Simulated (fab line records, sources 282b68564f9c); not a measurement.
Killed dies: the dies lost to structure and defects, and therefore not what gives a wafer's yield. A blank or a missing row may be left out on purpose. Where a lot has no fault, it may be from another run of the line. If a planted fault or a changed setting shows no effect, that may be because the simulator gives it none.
A single fault, viewed from 2 desks ; flow ritCmos ; numbers are kept per desk, each desk with only its own; the story behind them comes last

TOOL OWNER'S DESK, furnace-03
The tool's own readings at RIT_ACTIVE_OXIDATION_01 (target thk 46.8 nm, ox time 3360 s): means of the sampled wafers that have a number, for each lot that ran on this tool. If a lot's mean is further than 4 standard deviations from the usual mean, the lot is out of limits and carries the mark OUT (the distance appears in the brackets).
Columns: A = spikeTcCentreC at RIT_ACTIVE_OXIDATION_01, usual 1002.5 C; B = spikeTcLoadC at RIT_ACTIVE_OXIDATION_01, usual 1027.6 C; C = spikeTcSourceC at RIT_ACTIVE_OXIDATION_01, usual 1027.2 C; D = tubeCenterTempC at RIT_ACTIVE_OXIDATION_01, usual 1000 C; E = tube_center_temp_C_max at RIT_ACTIVE_OXIDATION_01, usual 1002.6
lot;first seen here;A;B;C;D;E
L486;day 2 17:06;1002.8;1026.7;1024.9;1000;1002.7
L488;day 3 02:31;1002.6;1026.5;1027.2;1000;1002.4
L491;day 3 17:07;1002.7;1026.8;1025.7;1000;1002.5
L497;day 4 23:45;978.3 (-25) OUT;1001.9 (-17) OUT;1002.2 (-13) OUT;976 (-99 or more) OUT;978.9 (-61) OUT
L500;day 5 15:25;978.2 (-25) OUT;1001.9 (-17) OUT;1001.0 (-13) OUT;976 (-99 or more) OUT;978.7 (-61) OUT
Finding of this desk: L497, L500 out of limits; the first was L497 at day 4 23:45, on spikeTcCentreC at RIT_ACTIVE_OXIDATION_01. L486, L488, L491: within limits.

THE METROLOGY DESK
What the gauges read for every lot (on any tool): the sampled wafers with a number, averaged. If a lot's mean is further than 4 standard deviations from the usual mean, the lot is out of limits and carries the mark OUT (the distance appears in the brackets).
Columns: A = ACTIVE_OXIDE_THK at RIT_ACTIVE_THK_MEAS_02, usual 47.1 nm; B = cdNm at RIT_ACTIVE_CD_MEAS_90, usual 1400.3 nm; C = FOX1_OXIDE_THK at RIT_FOX1_THK_MEAS_01, usual 354 nm; D = PSD_OVL at RIT_PSD_OVL_MEAS_06, usual -0.2 nm
lot;first seen here;A;B;C;D
L480;day 1 12:26;46.9;1400.0;368;-0.3
L481;day 1 17:04;47.3;1401.0;367;-0.7
L482;day 1 22:52;46.0;1397.4;365;1.0
L483;day 2 05:30;48.9;1399.3;359;-1.3
L484;day 2 09:01;47.8;1396.1;358;-0.5
L485;day 2 14:09;47.7;1402.0;357;0.3
L486;day 2 19:02;47.1;1398.5;351;-2.1
L487;day 3 00:14;47.2;1402.9;353;1.2
L488;day 3 04:27;47.3;1400.1;350;0.3
L489;day 3 09:56;47.3;1398.8;340;-0.6
L491;day 3 19:03;48.1;1402.5;364;-2.7
L496;day 4 20:22;47.7;1401.2;343;-1.8
L497;day 5 01:41;37.9 (-10) OUT;1400.8;352;-1.2
L500;day 5 17:21;36.7 (-12) OUT;1397.1;361;0.5
This desk reports L497, L500 out of limits; the earliest was L497 at day 5 01:41 (ACTIVE_OXIDE_THK at RIT_ACTIVE_THK_MEAS_02). L480, L481, L482, L483, L484, L485, L486, L487, L488, L489, L491, L496: within limits.

ALL TOGETHER
An alarm could have come from the tool owner's desk at day 4 23:45, on L497, L500.
L497, L500 would have let the metrology desk raise an alarm at day 5 01:41.
Of the lots named, all ran RIT_ACTIVE_OXIDATION_01 on furnace-03.

WHAT THE SIMULATOR HAD INSERTED
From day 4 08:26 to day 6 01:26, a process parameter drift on furnace-03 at RIT_ACTIVE_OXIDATION_01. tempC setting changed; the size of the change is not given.
Shown lots that were struck: L497, L500.
Hours from the fault's start to each desk's first reading out of limits: the tool owner's desk, 15; the metrology desk, 17.
